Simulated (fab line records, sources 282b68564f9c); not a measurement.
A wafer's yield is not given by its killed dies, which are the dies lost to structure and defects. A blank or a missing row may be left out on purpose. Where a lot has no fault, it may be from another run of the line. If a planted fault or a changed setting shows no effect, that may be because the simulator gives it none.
Lot-split experiment / flow rit cmos / on a route of 202 steps: 5 lots, 23 wafers read

THE SPLIT
At RIT_NLDD_IMPLANT_08, the setting energy kev was moved away from the recipe's 20 on 9 of the 23 wafers read, by -2.7% to +4.1%. All remaining wafers had this setting at the recipe value.

The split's own step is where the reading is taken.

THE READING
implant.drp nm (the simulator's own value, which no gauge read), in nm, at RIT_NLDD_IMPLANT_08. The file gives no usual value for it.

wafer=L075.2; tool, chamber at the split=implanter-04, 0; energy kev as run=20; against the recipe=recipe; implant.drp nm, nm=12.97; against lot-mates on the recipe=-
wafer=L075.5; tool, chamber at the split=implanter-04, 0; energy kev as run=20; against the recipe=recipe; implant.drp nm, nm=12.97; against lot-mates on the recipe=-
wafer=L075.6; tool, chamber at the split=implanter-04, 0; energy kev as run=20; against the recipe=recipe; implant.drp nm, nm=12.97; against lot-mates on the recipe=-
wafer=L075.3; tool, chamber at the split=implanter-04, 0; energy kev as run=19.47; against the recipe=-2.7%; implant.drp nm, nm=12.76; against lot-mates on the recipe=-0.21
wafer=L075.4; tool, chamber at the split=implanter-04, 0; energy kev as run=19.47; against the recipe=-2.7%; implant.drp nm, nm=12.76; against lot-mates on the recipe=-0.21
wafer=L077.1; tool, chamber at the split=implanter-03, 0; energy kev as run=20; against the recipe=recipe; implant.drp nm, nm=12.97; against lot-mates on the recipe=-
wafer=L077.3; tool, chamber at the split=implanter-03, 0; energy kev as run=20; against the recipe=recipe; implant.drp nm, nm=12.97; against lot-mates on the recipe=-
wafer=L077.4; tool, chamber at the split=implanter-03, 0; energy kev as run=20; against the recipe=recipe; implant.drp nm, nm=12.97; against lot-mates on the recipe=-
wafer=L077.5; tool, chamber at the split=implanter-03, 0; energy kev as run=19.51; against the recipe=-2.4%; implant.drp nm, nm=12.78; against lot-mates on the recipe=-0.19
wafer=L077.6; tool, chamber at the split=implanter-03, 0; energy kev as run=19.51; against the recipe=-2.4%; implant.drp nm, nm=12.78; against lot-mates on the recipe=-0.19
wafer=L076.1; tool, chamber at the split=implanter-04, 0; energy kev as run=20.5; against the recipe=+2.5%; implant.drp nm, nm=13.16; against lot-mates on the recipe=+0.19
wafer=L076.3; tool, chamber at the split=implanter-04, 0; energy kev as run=20.5; against the recipe=+2.5%; implant.drp nm, nm=13.16; against lot-mates on the recipe=+0.19
wafer=L076.4; tool, chamber at the split=implanter-04, 0; energy kev as run=20.5; against the recipe=+2.5%; implant.drp nm, nm=13.16; against lot-mates on the recipe=+0.19
wafer=L076.5; tool, chamber at the split=implanter-04, 0; energy kev as run=20; against the recipe=recipe; implant.drp nm, nm=12.97; against lot-mates on the recipe=-
wafer=L076.6; tool, chamber at the split=implanter-04, 0; energy kev as run=20; against the recipe=recipe; implant.drp nm, nm=12.97; against lot-mates on the recipe=-
wafer=L078.1; tool, chamber at the split=implanter-02, 0; energy kev as run=20; against the recipe=recipe; implant.drp nm, nm=12.97; against lot-mates on the recipe=-
wafer=L078.2; tool, chamber at the split=implanter-02, 0; energy kev as run=20; against the recipe=recipe; implant.drp nm, nm=12.97; against lot-mates on the recipe=-
wafer=L078.6; tool, chamber at the split=implanter-02, 0; energy kev as run=20; against the recipe=recipe; implant.drp nm, nm=12.97; against lot-mates on the recipe=-
wafer=L078.3; tool, chamber at the split=implanter-02, 0; energy kev as run=20.82; against the recipe=+4.1%; implant.drp nm, nm=13.29; against lot-mates on the recipe=+0.32
wafer=L078.4; tool, chamber at the split=implanter-02, 0; energy kev as run=20.82; against the recipe=+4.1%; implant.drp nm, nm=13.29; against lot-mates on the recipe=+0.32
wafer=L079.4; tool, chamber at the split=implanter-02, 0; energy kev as run=20; against the recipe=recipe; implant.drp nm, nm=12.97; against lot-mates on the recipe=-
wafer=L079.5; tool, chamber at the split=implanter-02, 0; energy kev as run=20; against the recipe=recipe; implant.drp nm, nm=12.97; against lot-mates on the recipe=-
wafer=L079.6; tool, chamber at the split=implanter-02, 0; energy kev as run=20; against the recipe=recipe; implant.drp nm, nm=12.97; against lot-mates on the recipe=-

THE FIT
A straight line over all 23 wafers: implant.drp nm changes by +0.0778 nm for each +1% of energy kev; r = +1.00; the points scatter about the line by 0.0019 nm.
The same after taking each lot's own level away (the mean of its wafers on the recipe; 23 wafers): +0.0778 nm for each +1%; r = +1.00; scatter 0.0019 nm.
Per that fit: largest energy kev move, reading shift of 0.32 nm.
The lots' own levels span 12.970 to 12.970 nm.
The two slopes are in agreement: the lot-to-lot level therefore moves the slope only a little.
Check: for one of the wafers moved furthest among these (+4.1%), held out of the fit, the line's prediction against its lot-mates is +0.317 nm. It came out at +0.32 nm against them.

OTHER SPLITS ON THESE WAFERS
Other splits were also applied to these wafers ahead of the reading. Each is held against what the fit with the lots' levels taken away leaves over:
other split on the same wafers=RIT_ACTIVE_OXIDATION_01 ox time s; wafers away from the commonest value=15; r with implant.drp nm (lot level and that fit taken away)=-0.21
other split on the same wafers=RIT_ACTIVE_COAT_06 resist thk nm; wafers away from the commonest value=9; r with implant.drp nm (lot level and that fit taken away)=-0.04
other split on the same wafers=RIT_ACTIVE_STRIP_14 pressure mtorr; wafers away from the commonest value=10; r with implant.drp nm (lot level and that fit taken away)=-0.57
other split on the same wafers=RIT_FOX2_WET_ETCH_03 time s; wafers away from the commonest value=15; r with implant.drp nm (lot level and that fit taken away)=-0.47
other split on the same wafers=RIT_NWELL_IMPLANT_08 energy kev; wafers away from the commonest value=7; r with implant.drp nm (lot level and that fit taken away)=-0.39
other split on the same wafers=RIT_NRETRO_COAT_01 spin rpm; wafers away from the commonest value=10; r with implant.drp nm (lot level and that fit taken away)=+0.45
other split on the same wafers=RIT_NRETRO_IMPLANT_08 energy kev; wafers away from the commonest value=4; r with implant.drp nm (lot level and that fit taken away)=+0.22
other split on the same wafers=RIT_PRETRO_SOFTBAKE_02 temp c; wafers away from the commonest value=5; r with implant.drp nm (lot level and that fit taken away)=+0.08
other split on the same wafers=RIT_PRETRO_DEVELOP_05 develop time s; wafers away from the commonest value=5; r with implant.drp nm (lot level and that fit taken away)=+0.10
other split on the same wafers=RIT_GATE_ETCH_19 time s; wafers away from the commonest value=7; r with implant.drp nm (lot level and that fit taken away)=-0.26
other split on the same wafers=RIT_NLDD_SOFTBAKE_02 temp c; wafers away from the commonest value=6; r with implant.drp nm (lot level and that fit taken away)=-0.01

FILE'S OWN FIT
implant.drp nm changes by +0.078 nm for each +1% of energy kev, r = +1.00.
